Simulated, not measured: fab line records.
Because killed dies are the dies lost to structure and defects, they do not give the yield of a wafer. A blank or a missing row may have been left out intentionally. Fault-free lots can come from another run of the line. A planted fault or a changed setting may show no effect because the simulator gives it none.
What tool caused it? | flow berkeley cmos170 | 14 lots with 42 wafers sampled at 4 steps, on a route of 331 steps

WHAT EACH GAUGE READ, for each wafer
UCB170_PWELL_TW_MEAS_17.
lot  | measured    | on            | PWELL_TW
L287 | day 3 01:17 | film metro-01 | 374.3 376.1 375.6
L288 | day 3 06:17 | film metro-01 | 374.8 375.6 373.2
L292 | day 4 12:35 | film metro-04 | 377.5 379.4 376.6
L293 | day 4 16:37 | film metro-04 | 377.2 377.2 378.2
L294 | day 4 16:53 | film metro-03 | 382.6 379.7 382.6
L297 | day 5 06:46 | film metro-01 | 373.2 373.9 374.9
L301 | day 5 20:07 | film metro-04 | 373.5 374.7 377.1
L300 | day 5 19:50 | film metro-04 | 376.8 377.4 376.9
L304 | day 6 18:38 | film metro-01 | 371.9 373.2 372.2
L305 | day 6 18:59 | film metro-01 | 372.8 374.0 374.3
L306 | day 6 23:08 | film metro-04 | 377.4 379.1 377.9
L307 | day 7 00:46 | film metro-01 | 373.6 373.2 373.8
L309 | day 7 08:44 | film metro-01 | 373.5 375.3 373.8
L310 | day 7 16:28 | film metro-04 | 377.2 378.6 378.5

UCB170_FIELD_THK_MEAS_91.
lot  | measured     | on            | FIELD_OXIDE_LEFT_2_THK (nm)
L287 | day 5 11:09  | film metro-04 | 349 362 352
L288 | day 6 01:53  | film metro-01 | 354 353 343
L292 | day 6 18:27  | film metro-03 | 368 370 367
L293 | day 6 18:24  | film metro-01 | 353 365 364
L294 | day 6 18:44  | film metro-04 | 367 375 382
L297 | day 7 15:31  | film metro-01 | 370 356 369
L301 | day 8 04:50  | film metro-04 | 353 344 338
L300 | day 8 03:40  | film metro-04 | 367 356 361
L304 | day 9 09:58  | film metro-04 | 362 366 367
L305 | day 9 09:29  | film metro-04 | 352 347 346
L306 | day 9 09:10  | film metro-03 | 352 351 347
L307 | day 9 09:14  | film metro-04 | 360 353 346
L309 | day 9 18:02  | film metro-04 | 334 351 344
L310 | day 10 00:23 | film metro-04 | 362 356 352

EACH LOT AND THE TOOL THAT RAN IT (in order: tool; ch and the chambers of the sampled wafers; start)
lot  | UCB170_NWELL_STRIP_15               | UCB170_NVT_EXPOSE_03
L287 | plasma asher-03 ch 0,1, day 2 10:38 | krf scanner-02 ch 0, day 5 06:29
L288 | plasma asher-01 ch 1, day 2 11:01   | krf scanner-01 ch 0, day 5 20:37
L292 | plasma asher-01 ch 0,1, day 3 15:00 | krf scanner-01 ch 0, day 6 15:35
L293 | plasma asher-01 ch 0,1, day 3 21:20 | krf scanner-01 ch 0, day 6 15:31
L294 | plasma asher-01 ch 0,1, day 4 01:34 | krf scanner-01 ch 0, day 6 15:43
L297 | plasma asher-04 ch 0,1, day 4 13:53 | krf scanner-02 ch 0, day 7 12:37
L301 | plasma asher-04 ch 0,1, day 5 00:50 | krf scanner-01 ch 0, day 8 01:06
L300 | plasma asher-04 ch 0,1, day 5 01:23 | krf scanner-02 ch 0, day 8 00:30
L304 | plasma asher-01 ch 0,1, day 5 21:46 | krf scanner-01 ch 0, day 9 07:17
L305 | plasma asher-04 ch 0,1, day 6 01:55 | krf scanner-01 ch 0, day 9 06:49
L306 | plasma asher-01 ch 0,1, day 6 06:32 | krf scanner-01 ch 0, day 9 06:34
L307 | plasma asher-03 ch 0,1, day 6 11:01 | krf scanner-01 ch 0, day 9 06:40
L309 | plasma asher-03 ch 0, day 6 17:02   | krf scanner-01 ch 0, day 9 14:35
L310 | plasma asher-04 ch 0,1, day 6 23:49 | krf scanner-01 ch 0, day 9 20:38
- UCB170_NWELL_STRIP_15: strips in O2.
- UCB170_NVT_EXPOSE_03: exposes mask PWELL, target cd 3000 nm.

WHAT THE TOOLS THEMSELVES READ (means of the sampled wafers that have a number; where no wafer has one, the mark that the record gives instead)
UCB170_NWELL_STRIP_15.
lot  | tool            | drypump motor current A (A) | oes product au (a.u.) | strip time to endpoint s (s)
L287 | plasma asher-03 | 5.7                         | 0.721                 | 17.85
L288 | plasma asher-01 | 5.6                         | 0.721                 | 18.02
L292 | plasma asher-01 | 5.2                         | 0.720                 | 18.14
L293 | plasma asher-01 | 5.4                         | 0.720                 | 17.92
L294 | plasma asher-01 | 5.2                         | 0.722                 | 17.92
L297 | plasma asher-04 | 6.0                         | 0.716                 | 18.07
L301 | plasma asher-04 | 6.0                         | 0.724                 | 17.97
L300 | plasma asher-04 | 6.0                         | 0.720                 | 18.05
L304 | plasma asher-01 | 5.2                         | 0.721                 | 17.85
L305 | plasma asher-04 | 6.0                         | 0.725                 | 18.10
L306 | plasma asher-01 | 5.2                         | 0.721                 | 17.87
L307 | plasma asher-03 | 5.7                         | 0.722                 | 17.84
L309 | plasma asher-03 | 5.8                         | 0.719                 | 18.05
L310 | plasma asher-04 | 6.0                         | 0.727                 | 18.08

UCB170_NVT_EXPOSE_03.
lot  | tool           | exposure dose mJ cm2
L287 | krf scanner-02 | 30.01
L288 | krf scanner-01 | 30.01
L292 | krf scanner-01 | 30.02
L293 | krf scanner-01 | 29.99
L294 | krf scanner-01 | 29.95
L297 | krf scanner-02 | 31.18
L301 | krf scanner-01 | 30.04
L300 | krf scanner-02 | 31.20
L304 | krf scanner-01 | 30.00
L305 | krf scanner-01 | 29.99
L306 | krf scanner-01 | 30.00
L307 | krf scanner-01 | 30.00
L309 | krf scanner-01 | 30.03
L310 | krf scanner-01 | 29.95

THE ANSWER, worked out from the rows above alone
Rule: the lots themselves supply what counts as usual. Put in order of their means at a reading, lots are off if they are a third of the lots or fewer, leave a main group of 4 or more, and stand apart from it by a gap of 3 or more times the standard deviation of the main group's means; of several such gaps the widest counts. Not used: any main group whose means are identical at the precision the tables above print for the reading. Also off: a lot with no number at a reading for which 4 or more lots have one. All remaining lots with rows at the step are treated as sound. First the gauges in route order, then the tools' own readings, where a lot's mean is used as printed above. The first step at which some lot is off is used, and at that step the reading that is off furthest; a lot without a number counts as furthest.
Off: L297, L300 (UCB170_NVT_EXPOSE_03, exposure dose mJ cm2). For the main group the mean is 30.00 and the standard deviation 0.026.
A tool fits if, at that step or a process step before it, it ran every lot that is off, and no sound lot after the first of them. One fits: UCB170_NVT_EXPOSE_03 on krf scanner-02. Its last sound lot is L287 (day 5 06:29), its first lot that is off L297 (day 7 12:37): a fault that began between those two fits.
The tool's own readings at UCB170_NVT_EXPOSE_03 bear it out: on the lots that are off they differ by more than 5 times the standard deviation of the sound lots' means. exposure dose mJ cm2 reads 31.19 there against 30.00 on the sound lots.

WHAT THE SIMULATOR HAD PUT IN
Process parameters drifting: krf scanner-02 at UCB170_NVT_EXPOSE_03, beginning at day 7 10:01. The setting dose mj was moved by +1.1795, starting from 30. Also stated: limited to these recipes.
Lots struck among those shown: L297, L300. The same result came from the rule above.
